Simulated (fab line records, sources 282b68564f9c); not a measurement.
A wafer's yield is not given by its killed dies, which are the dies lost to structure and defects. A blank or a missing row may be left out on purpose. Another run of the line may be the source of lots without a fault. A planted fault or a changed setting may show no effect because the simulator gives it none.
fab line records	flow ritCmos	part 1 of 2: steps 1 to 34 of 46
[record] lots = 5	wafers = 15	lastDay = 7
route steps=202 shown ACTIVE@13 FOX1@20 FOX2@23 NWELL@28 PWELL@39 WELLDRIVE@50 NRETRO@53
lots with no fault: from the same line, run without faults
startH: hours from the record's first day to the start of the lot's first wafer shown	waitH: hours elapsed since this lot's preceding step	" the same as in the row above	L1.1+2: one row covering several wafers at once	- value missing, or start not given	* or withheld: withheld	< > ~ a bound
route shown NAME@n: names a module that has steps shown in the file, with the first one's number in the route	usual: average and standard deviation across the fault-free wafers	same: alike in all rows	chamber/n: place in a boat	sites: each site's reading	_std_site: standard deviation of those values	_edge_site: outer sites' mean less inner sites'	radiusMm: how far each site lies from the wafer's centre	mask NAME#n: copy n	behind: the last tool/chamber to shape the wafer	hold: the reason the lot was held/the length of the hold in hours/how it ended	device: the n, p or np transistor that did not switch	end of line: the tests these same wafers got at the end of their route	a step given without rows: its recipe and nothing more	killed: dies that structure and defects cost at the first sort, which is not the same as the wafer's yield	map: dies across one wafer; x = killed, . = not, _ = none there
set.NAME: setting as actually run; set.NAME@STEP: the setting as run at that earlier step	model.NAME: the simulator's own value behind a step, which no gauge read
lots seen at some steps along the route; tables by step, rows by wafer
services: a tool's chamber out of use, with start hour (startH, from the record's first day; less than 0 if before it), hours out, and reason
[[steps]]
[step RIT_ACTIVE_HARDBAKE_12]
[recipe] resist = NOVOLAK	tempC = 140	timeS = 60
[same] timeS = 60
lot.wafer	tool	chamber	startH	waitH
L080.1+4+6	lithoTrack-01	0	47.44	0.1
L083.1+3+4	lithoTrack-03	0	61.80	0.1
L089.1+5+6	lithoTrack-04	0	89.57	0.1
L096.2+3+6	lithoTrack-01	0	125.57	0.1
L097.2+5+6	lithoTrack-04	0	130.44	0.1
[step RIT_ACTIVE_ETCH_13]
[recipe] stopOn = SiO2	chemistry = SF6	target = Si3N4	timeS = 210	overEtchFrac = 0.4	SF6_flow_sccm = 200	pressureMtorr = 260	rfW = 125	targetDepthA = 2100
[usual] drypumpMotorCurrentA = 5.6/0.53	oesProductAu = 0.815/0.014	rfFwdPowerW = 124.6/0.39	throttleValvePct = 7.49/0.13
[same] timeS = 210
lot.wafer	tool	chamber	startH	waitH	drypumpMotorCurrentA	oesProductAu	rfFwdPowerW	rfHoursCounterH	throttleValvePct
L080.1	rieDiel-02	0	47.59	0.1	4.9	0.794	124.3	5	7.22
L080.4	"	1	"	"	6.3	0.796	124.6	23	7.62
L080.6	"	0	"	"	5.0	0.807	124.8	-	7.19
L083.1	rieDiel-04	3	61.95	0.1	6.8	0.838	125.2	85	7.40
L083.3	"	2	"	"	6.0	0.812	124.4	168	7.49
L083.4	"	1	"	"	5.6	0.815	124.1	133	7.74
L089.1	rieDiel-02	1	89.72	0.1	6.3	0.790	125.0	24	7.61
L089.5	"	3	"	"	5.5	0.803	124.4	-	7.45
L089.6	"	2	"	"	5.2	0.837	124.3	-	7.63
L096.2	rieDiel-02	2	125.69	0.1	5.1	0.836	123.9	120	7.63
L096.3	"	0	"	"	5.0	0.803	124.3	6	7.20
L096.6	"	3	"	"	5.5	0.817	124.5	-	7.46
L097.2	rieDiel-04	0	130.56	0.1	5.7	0.810	124.3	5	7.46
L097.5	"	0	"	"	5.8	0.811	124.5	-	7.47
L097.6	"	3	"	"	6.8	0.829	124.9	-	7.40
[step RIT_ACTIVE_STRIP_14]
[recipe] chemistry = O2	timeS = 180	resist = NOVOLAK	platenTempC = withheld	powerW = 500	pressureMtorr = 4000	o2FlowSccm = 4000
[usual] drypumpMotorCurrentA = 5.70/0.27
[same] timeS = 180
lot.wafer	tool	chamber	startH	waitH	drypumpMotorCurrentA	rfHoursCounterH
L080.1	plasmaAsher-04	1	47.73	0.1	6.11	25
L080.4	"	0	"	"	5.52	-
L080.6	"	1	"	"	6.11	-
L083.1	plasmaAsher-03	0	62.08	0.1	5.54	40
L083.3	"	1	"	"	5.98	-
L083.4	"	0	"	"	5.53	-
L089.1	plasmaAsher-03	1	89.86	0.1	6.00	43
L089.5	"	1	"	"	6.00	-
L089.6	"	0	"	"	5.53	-
L096.2	plasmaAsher-04	1	125.82	0.1	6.09	34
L096.3	"	0	"	"	5.55	-
L096.6	"	1	"	"	6.07	-
L097.2	plasmaAsher-01	1	130.70	0.1	5.51	1
L097.5	"	1	"	"	5.51	-
L097.6	"	0	"	"	5.31	-
[step RIT_ACTIVE_CD_MEAS_90]
[recipe] targetCdNm = 1400
[usual] cdNm = 1400.3/2.3
lot.wafer	tool	chamber	startH	waitH	cdNm
L080.1	cdSem-01	-	47.90	0.1	1404.3
L080.4	"	-	"	"	1401.2
L080.6	"	-	"	"	1401.1
L083.1	cdSem-02	-	62.26	0.1	1401.4
L083.3	"	-	"	"	1402.7
L083.4	"	-	"	"	1401.4
L089.1	cdSem-01	-	90.03	0.1	1399.5
L089.5	"	-	"	"	1398.9
L089.6	"	-	"	"	1398.9
L096.2	cdSem-02	-	126.02	0.1	1402.9
L096.3	"	-	"	"	1401.3
L096.6	"	-	"	"	1401.9
L097.2	cdSem-01	-	130.89	0.1	1399.8
L097.5	"	-	"	"	1402.1
L097.6	"	-	"	"	1399.2
[step RIT_ACTIVE_CLEAN_15]
[recipe] chemistry = SC1	mix = 3:3:50	timeS = 600	tempC = 75
[same] timeS = 600
lot.wafer	tool	chamber	startH	waitH
L080.1+4+6	wetBench-03	3	48.02	0.1
L083.1+3+4	wetBench-04	1	62.38	0.1
L089.1+5+6	wetBench-04	2	90.15	0.1
L096.2+3+6	wetBench-03	3	126.12	0.1
L097.2+5+6	wetBench-02	2	130.99	0.1
[step RIT_ACTIVE_CLEAN_16]
[recipe] chemistry = dHF	dilution = 50:1	timeS = 30
[same] timeS = 30
lot.wafer	tool	chamber	startH	waitH
L080.1+4+6	wetBench-04	2	48.20	0.0
L083.1+3+4	wetBench-03	0	62.55	0.0
L089.1+5+6	wetBench-04	1	90.34	0.0
L096.2+3+6	wetBench-02	1	126.29	0.0
L097.2+5+6	wetBench-04	2	131.17	0.0
[step RIT_ACTIVE_CLEAN_17]
[recipe] chemistry = SC2	mix = 3:3:50	timeS = 600	tempC = 75	dry = n2Spin
[same] timeS = 600
lot.wafer	tool	chamber	startH	waitH
L080.1+4+6	wetBench-03	2	48.21	0.0
L083.1+3+4	wetBench-04	1	62.57	0.0
L089.1+5+6	wetBench-04	2	90.36	0.0
L096.2+3+6	wetBench-04	1	126.31	0.0
L097.2+5+6	wetBench-02	2	131.18	0.0
[step RIT_FOX1_OXIDATION_00]
[recipe] tempC = 1100	ambient = H2O	targetThkA = 3507	pH2oTorr = 720	oxTimeS = 1130
[usual] zonePowerCentrePct = 53/3.4	zonePowerSourcePct = 43.7/2.8
lot.wafer	tool	chamber	startH	waitH	zonePowerCentrePct	zonePowerSourcePct
L080.1	furnace-04	0	48.39	0.0	55	41.5
L080.4	"	0	"	"	55	42.1
L080.6	"	0	"	"	55	41.9
L083.1	furnace-03	0	63.35	0.6	56	43.6
L083.3	"	0	"	"	55	44.5
L083.4	"	0	"	"	56	43.5
L089.1	furnace-03	0	93.38	2.8	56	43.4
L089.5	"	0	"	"	55	43.1
L089.6	"	0	"	"	54	43.5
L096.2	furnace-04	0	127.91	1.4	54	41.3
L096.3	"	0	"	"	55	41.9
L096.6	"	0	"	"	55	41.2
L097.2	furnace-01	0	132.39	1.0	47	48.5
L097.5	"	0	"	"	46	48.9
L097.6	"	0	"	"	47	48.4
[step RIT_FOX1_THK_MEAS_01]
[recipe] reads = SiO2_of_FOX1_OXIDATION_00
[usual] FOX1_OXIDE_THK = 349/8
lot.wafer	tool	chamber	startH	waitH	FOX1_OXIDE_THK[nm]
L080.1	filmMetro-03	-	49.70	0.0	350
L080.4	"	-	"	"	352
L080.6	"	-	"	"	351
L083.1	filmMetro-03	-	64.67	0.0	334
L083.3	"	-	"	"	337
L083.4	"	-	"	"	340
L089.1	filmMetro-01	-	94.69	0.0	344
L089.5	"	-	"	"	343
L089.6	"	-	"	"	347
L096.2	filmMetro-01	-	129.23	0.0	357
L096.3	"	-	"	"	356
L096.6	"	-	"	"	353
L097.2	filmMetro-03	-	133.72	0.0	347
L097.5	"	-	"	"	347
L097.6	"	-	"	"	345
[step RIT_FOX1_WET_ETCH_02]
[recipe] chemistry = BOE	targetDepthNm = 350	timeS = 390	tempC = 21.5	dry = n2Spin	dilution = 10:1	target = SiO2
[same] timeS = 390
lot.wafer	tool	chamber	startH	waitH
L080.1+4+6	wetBench-04	1	49.76	0.1
L083.1+3+4	wetBench-03	1	64.73	0.1
L089.1+5+6	wetBench-04	0	94.75	0.1
L096.2+3+6	wetBench-01	0	129.28	0.0
L097.2+5+6	wetBench-01	2	133.77	0.0
[step RIT_FOX2_OXIDATION_00]
[recipe] tempC = 1100	ambient = H2O	targetThkA = 3507	pH2oTorr = 720	oxTimeS = 1130
[usual] zonePowerCentrePct = 53/3.7	zonePowerSourcePct = 44.2/2.9
lot.wafer	tool	chamber	startH	waitH	zonePowerCentrePct	zonePowerSourcePct
L080.1	furnace-04	0	49.95	0.1	56	41.6
L080.4	"	0	"	"	54	41.4
L080.6	"	0	"	"	55	41.8
L083.1	furnace-04	0	64.84	0.0	54	41.9
L083.3	"	0	"	"	55	41.5
L083.4	"	0	"	"	54	41.6
L089.1	furnace-03	0	95.77	0.9	55	43.6
L089.5	"	0	"	"	56	43.4
L089.6	"	0	"	"	55	43.3
L096.2	furnace-04	0	129.40	0.0	55	42.1
L096.3	"	0	"	"	54	41.7
L096.6	"	0	"	"	54	42.2
L097.2	furnace-01	0	133.88	0.0	46	49.5
L097.5	"	0	"	"	47	48.8
L097.6	"	0	"	"	46	49.8
[step RIT_FOX2_THK_MEAS_01]
[recipe] reads = SiO2_of_FOX2_OXIDATION_00
[usual] FOX2_OXIDE_THK = 346/6.1
lot.wafer	tool	chamber	startH	waitH	FOX2_OXIDE_THK[nm]
L080.1	filmMetro-03	-	51.27	0.0	343
L080.4	"	-	"	"	345
L080.6	"	-	"	"	338
L083.1	filmMetro-01	-	66.16	0.0	338
L083.3	"	-	"	"	340
L083.4	"	-	"	"	341
L089.1	filmMetro-01	-	97.08	0.0	346
L089.5	"	-	"	"	345
L089.6	"	-	"	"	343
L096.2	filmMetro-04	-	130.72	0.0	347
L096.3	"	-	"	"	336
L096.6	"	-	"	"	348
L097.2	filmMetro-01	-	135.21	0.0	352
L097.5	"	-	"	"	351
L097.6	"	-	"	"	346
[step RIT_FOX2_CLEAN_02]
[recipe] chemistry = dHF	dilution = 50:1	timeS = 180
[same] timeS = 180
lot.wafer	tool	chamber	startH	waitH
L080.1+4+6	wetBench-03	0	51.33	0.1
L083.1+3+4	wetBench-03	0	66.22	0.1
L089.1+5+6	wetBench-01	0	97.14	0.1
L096.2+3+6	wetBench-02	0	130.77	0.0
L097.2+5+6	wetBench-01	1	135.26	0.0
[step RIT_FOX2_WET_ETCH_03]
[recipe] chemistry = H3PO4	target = Si3N4	targetDepthNm = 195	tempC = 165	timeS = 2700
[same] timeS = 2700
lot.wafer	tool	chamber	startH	waitH
L080.1+4+6	wetBench-02	3	51.39	0.0
L083.1+3+4	wetBench-01	2	66.28	0.0
L089.1+5+6	wetBench-03	1	97.20	0.0
L096.2+3+6	wetBench-03	1	130.83	0.0
L097.2+5+6	wetBench-02	3	135.32	0.0
[step RIT_FOX2_THK_MEAS_90]
[recipe] reads = SiO2_of_FOX2_OXIDATION_00
[usual] FIELD_OXIDE_LEFT_1_THK = 319/6.1
lot.wafer	tool	chamber	startH	waitH	FIELD_OXIDE_LEFT_1_THK[nm]
L080.1	filmMetro-04	-	52.14	0.0	316
L080.4	"	-	"	"	318
L080.6	"	-	"	"	311
L083.1	filmMetro-01	-	67.10	0.0	311
L083.3	"	-	"	"	312
L083.4	"	-	"	"	314
L089.1	filmMetro-03	-	97.96	0.0	318
L089.5	"	-	"	"	317
L089.6	"	-	"	"	315
L096.2	filmMetro-03	-	131.60	0.0	320
L096.3	"	-	"	"	309
L096.6	"	-	"	"	320
L097.2	filmMetro-04	-	136.08	0.0	326
L097.5	"	-	"	"	323
L097.6	"	-	"	"	319
[step RIT_NWELL_HMDS_00]
[recipe] primeTimeS = 60	primeTempC = 140
lot.wafer	tool	chamber	startH	waitH
L080.1+4+6	lithoTrack-03	0	52.20	0.1
L083.1+3+4	lithoTrack-03	0	67.16	0.1
L089.1+5+6	lithoTrack-03	0	98.02	0.1
L096.2+3+6	lithoTrack-02	0	131.67	0.1
L097.2+5+6	lithoTrack-01	0	136.16	0.1
[step RIT_NWELL_COAT_01]
[recipe] resist = NOVOLAK	spinRpm = 2000	resistThkNm = 1300
[usual] spinSpeedRpm = 2000.3/1.2
lot.wafer	tool	chamber	startH	waitH	spinSpeedRpm
L080.1	lithoTrack-03	0	52.35	0.1	2000.8
L080.4	"	0	"	"	1998.5
L080.6	"	0	"	"	1999.5
L083.1	lithoTrack-03	0	67.31	0.1	2000.7
L083.3	"	0	"	"	2000.1
L083.4	"	0	"	"	2002.7
L089.1	lithoTrack-03	0	98.17	0.1	1999.9
L089.5	"	0	"	"	1999.1
L089.6	"	0	"	"	1999.9
L096.2	lithoTrack-02	0	131.82	0.1	2000.8
L096.3	"	0	"	"	1999.9
L096.6	"	0	"	"	2000.6
L097.2	lithoTrack-01	0	136.31	0.1	2000.5
L097.5	"	0	"	"	2002.5
L097.6	"	0	"	"	1999.8
[step RIT_NWELL_SOFTBAKE_02]
[recipe] resist = NOVOLAK	tempC = 90	timeS = 60
[same] timeS = 60
lot.wafer	tool	chamber	startH	waitH
L080.1+4+6	lithoTrack-03	0	52.50	0.1
L083.1+3+4	lithoTrack-03	0	67.46	0.1
L089.1+5+6	lithoTrack-03	0	98.32	0.1
L096.2+3+6	lithoTrack-02	0	131.97	0.1
L097.2+5+6	lithoTrack-01	0	136.46	0.1
[step RIT_NWELL_EXPOSE_03]
[recipe] maskId = M2	na = 0.57	targetCdNm = 43900	doseMj = 250
lot.wafer	tool	chamber	startH	waitH	mask
L080.1+4+6	ilineStepper-01	0	52.65	0.1	M2#0
L083.1+3+4	ilineStepper-01	0	67.61	0.1	M2#0
L089.1+5+6	ilineStepper-01	0	98.47	0.1	M2#0
L096.2+3+6	ilineStepper-02	0	132.24	0.2	M2#0
L097.2+5+6	ilineStepper-02	0	136.60	0.1	M2#0
[step RIT_NWELL_PEB_04]
[recipe] resist = NOVOLAK	tempC = withheld	timeS = withheld
lot.wafer	tool	chamber	startH	waitH
L080.1+4+6	lithoTrack-03	0	52.77	0.1
L083.1+3+4	lithoTrack-02	0	67.73	0.1
L089.1+5+6	lithoTrack-01	0	98.59	0.1
L096.2+3+6	lithoTrack-01	0	132.36	0.1
L097.2+5+6	lithoTrack-02	0	136.73	0.1
[step RIT_NWELL_DEVELOP_05]
[recipe] resist = NOVOLAK	developTimeS = 68	devTempC = 23
lot.wafer	tool	chamber	startH	waitH
L080.1+4+6	lithoTrack-03	0	-	-
L083.1+3+4	lithoTrack-02	0	-	-
L089.1+5+6	lithoTrack-01	0	-	-
L096.2+3+6	lithoTrack-01	0	-	-
L097.2+5+6	lithoTrack-02	0	-	-
[step RIT_NWELL_OVL_MEAS_06]
[usual] NWELL_OVL = 0.4/1.4
lot.wafer	tool	chamber	startH	waitH	NWELL_OVL[nm]
L080.1	overlay-02	-	53.08	-	0.5
L080.4	"	-	"	"	0.3
L080.6	"	-	"	"	0.5
L083.1	overlay-02	-	68.04	-	1.2
L083.3	"	-	"	"	1.2
L083.4	"	-	"	"	0.5
L089.1	overlay-02	-	98.90	-	-0.9
L089.5	"	-	"	"	-2.4
L089.6	"	-	"	"	-0.4
L096.2	overlay-02	-	132.66	-	1.0
L096.3	"	-	"	"	-0.9
L096.6	"	-	"	"	0.8
L097.2	overlay-02	-	137.02	-	-0.5
L097.5	"	-	"	"	0.8
L097.6	"	-	"	"	1.4
[step RIT_NWELL_HARDBAKE_07]
[recipe] resist = NOVOLAK	tempC = 140	timeS = 120
[same] timeS = 120
lot.wafer	tool	chamber	startH	waitH
L080.1+4+6	lithoTrack-02	0	53.12	0.0
L083.1+3+4	lithoTrack-01	0	68.08	0.0
L089.1+5+6	lithoTrack-01	0	98.94	0.0
L096.2+3+6	lithoTrack-01	0	132.73	0.1
L097.2+5+6	lithoTrack-01	0	137.09	0.1
[step RIT_NWELL_IMPLANT_08]
[recipe] species = P	energyKev = 170	doseCm2 = 5e+13	tiltDeg = 7
[usual] beamEnergyKeV = 170.00/0.055	faradayCurrentUA = 159/3
lot.wafer	tool	chamber	startH	waitH	beamEnergyKeV	faradayCurrentUA
L080.1	implanter-02	0	53.37	0.2	170.05	157
L080.4	"	0	"	"	170.03	154
L080.6	"	0	"	"	169.98	157
L083.1	implanter-01	0	68.33	0.2	170.04	160
L083.3	"	0	"	"	170.00	161
L083.4	"	0	"	"	170.06	159
L089.1	implanter-02	0	99.19	0.2	169.96	155
L089.5	"	0	"	"	169.94	156
L089.6	"	0	"	"	169.91	160
L096.2	implanter-03	0	132.96	0.2	170.01	158
L096.3	"	0	"	"	169.95	159
L096.6	"	0	"	"	169.95	158
L097.2	implanter-02	0	137.33	0.2	170.03	159
L097.5	"	0	"	"	169.99	158
L097.6	"	0	"	"	170.01	158
[step RIT_NWELL_STRIP_09]
[recipe] chemistry = O2	timeS = 180	resist = NOVOLAK	platenTempC = withheld	powerW = 500	pressureMtorr = 4000	o2FlowSccm = 4000
[usual] drypumpMotorCurrentA = 5.6/0.33
[same] timeS = 180
lot.wafer	tool	chamber	startH	waitH	drypumpMotorCurrentA	rfHoursCounterH
L080.1	plasmaAsher-03	1	53.52	0.1	6.0	39
L080.4	"	1	"	"	6.0	-
L080.6	"	1	"	"	6.0	-
L083.1	plasmaAsher-01	0	68.48	0.1	5.3	44
L083.3	"	0	"	"	5.3	-
L083.4	"	1	"	"	5.5	-
L089.1	plasmaAsher-02	0	99.34	0.1	5.2	46
L089.5	"	0	"	"	5.1	-
L089.6	"	1	"	"	6.1	-
L096.2	plasmaAsher-01	1	133.09	0.1	5.5	1
L096.3	"	0	"	"	5.3	-
L096.6	"	1	"	"	5.5	-
L097.2	plasmaAsher-01	0	137.45	0.1	5.3	2
L097.5	"	1	"	"	5.5	-
L097.6	"	0	"	"	5.3	-
[step RIT_NWELL_TW_MEAS_10]
[usual] NWELL_TW = 2148/12
lot.wafer	tool	chamber	startH	waitH	NWELL_TW
L080.1	filmMetro-04	-	53.69	0.1	2160
L080.4	"	-	"	"	2149
L080.6	"	-	"	"	2147
L083.1	filmMetro-04	-	68.65	0.1	2154
L083.3	"	-	"	"	2157
L083.4	"	-	"	"	2139
L089.1	filmMetro-02	-	99.51	0.1	2173
L089.5	"	-	"	"	2170
L089.6	"	-	"	"	2171
L096.2	filmMetro-01	-	133.27	0.1	2146
L096.3	"	-	"	"	2141
L096.6	"	-	"	"	2151
L097.2	filmMetro-01	-	137.64	0.1	2144
L097.5	"	-	"	"	2128
L097.6	"	-	"	"	2136
[step RIT_PWELL_HMDS_00]
[recipe] primeTimeS = 60	primeTempC = 140
lot.wafer	tool	chamber	startH	waitH
L080.1+4+6	lithoTrack-02	0	53.75	0.1
L083.1+3+4	lithoTrack-02	0	68.71	0.1
L089.1+5+6	lithoTrack-02	0	99.57	0.1
L096.2+3+6	lithoTrack-02	0	133.35	0.1
L097.2+5+6	lithoTrack-03	0	137.71	0.1
[step RIT_PWELL_COAT_01]
[recipe] resist = NOVOLAK	spinRpm = 2000	resistThkNm = 1300
[usual] spinSpeedRpm = 2000.2/1.1
lot.wafer	tool	chamber	startH	waitH	spinSpeedRpm
L080.1	lithoTrack-02	0	53.90	0.1	2001.5
L080.4	"	0	"	"	2000.2
L080.6	"	0	"	"	2002.7
L083.1	lithoTrack-02	0	68.86	0.1	1998.4
L083.3	"	0	"	"	2001.7
L083.4	"	0	"	"	1999.8
L089.1	lithoTrack-02	0	99.72	0.1	2000.1
L089.5	"	0	"	"	2000.1
L089.6	"	0	"	"	2000.5
L096.2	lithoTrack-02	0	133.50	0.1	1999.8
L096.3	"	0	"	"	1999.7
L096.6	"	0	"	"	1999.9
L097.2	lithoTrack-03	0	137.86	0.1	2001.2
L097.5	"	0	"	"	1999.9
L097.6	"	0	"	"	1999.5
[step RIT_PWELL_SOFTBAKE_02]
[recipe] resist = NOVOLAK	tempC = 90	timeS = 60
[same] timeS = 60
lot.wafer	tool	chamber	startH	waitH
L080.1+4+6	lithoTrack-02	0	54.05	0.1
L083.1+3+4	lithoTrack-02	0	69.01	0.1
L089.1+5+6	lithoTrack-02	0	99.87	0.1
L096.2+3+6	lithoTrack-02	0	133.65	0.1
L097.2+5+6	lithoTrack-03	0	138.01	0.1
[step RIT_PWELL_EXPOSE_03]
[recipe] maskId = M3	na = 0.57	targetCdNm = 43700	doseMj = 250
lot.wafer	tool	chamber	startH	waitH	mask
L080.1+4+6	ilineStepper-02	0	54.33	0.2	M3#0
L083.1+3+4	ilineStepper-02	0	69.16	0.1	M3#0
L089.1+5+6	ilineStepper-01	0	100.02	0.1	M3#0
L096.2+3+6	ilineStepper-02	0	133.89	0.2	M3#0
L097.2+5+6	ilineStepper-02	0	138.15	0.1	M3#0
[step RIT_PWELL_PEB_04]
[recipe] resist = NOVOLAK	tempC = withheld	timeS = withheld
lot.wafer	tool	chamber	startH	waitH
L080.1+4+6	lithoTrack-03	0	54.49	0.1
L083.1+3+4	lithoTrack-04	0	69.28	0.1
L089.1+5+6	lithoTrack-02	0	100.14	0.1
L096.2+3+6	lithoTrack-03	0	134.14	0.2
L097.2+5+6	lithoTrack-03	0	138.28	0.1
[step RIT_PWELL_DEVELOP_05]
[recipe] resist = NOVOLAK	developTimeS = 68	devTempC = 23
lot.wafer	tool	chamber	startH	waitH
L080.1+4+6	lithoTrack-03	0	-	-
L083.1+3+4	lithoTrack-04	0	-	-
L089.1+5+6	lithoTrack-02	0	-	-
L096.2+3+6	lithoTrack-03	0	-	-
L097.2+5+6	lithoTrack-03	0	-	-
[step RIT_PWELL_OVL_MEAS_06]
[usual] PWELL_OVL = 0.2/1.4
lot.wafer	tool	chamber	startH	waitH	PWELL_OVL[nm]
L080.1	overlay-01	-	54.80	-	0.0
L080.4	"	-	"	"	1.2
L080.6	"	-	"	"	1.5
L083.1	overlay-02	-	69.59	-	-1.3
L083.3	"	-	"	"	-0.8
L083.4	"	-	"	"	1.2
L089.1	overlay-01	-	100.45	-	0.7
L089.5	"	-	"	"	0.4
L089.6	"	-	"	"	1.4
L096.2	overlay-02	-	134.43	-	-1.9
L096.3	"	-	"	"	-0.4
L096.6	"	-	"	"	-1.2
L097.2	overlay-01	-	138.57	-	1.8
L097.5	"	-	"	"	1.9
L097.6	"	-	"	"	2.1
[step RIT_PWELL_HARDBAKE_07]
[recipe] resist = NOVOLAK	tempC = 140	timeS = 120
[same] timeS = 120
lot.wafer	tool	chamber	startH	waitH
L080.1+4+6	lithoTrack-04	0	54.86	0.1
L083.1+3+4	lithoTrack-03	0	69.63	0.0
L089.1+5+6	lithoTrack-04	0	100.62	0.2
L096.2+3+6	lithoTrack-02	0	134.51	0.1
L097.2+5+6	lithoTrack-04	0	138.64	0.1
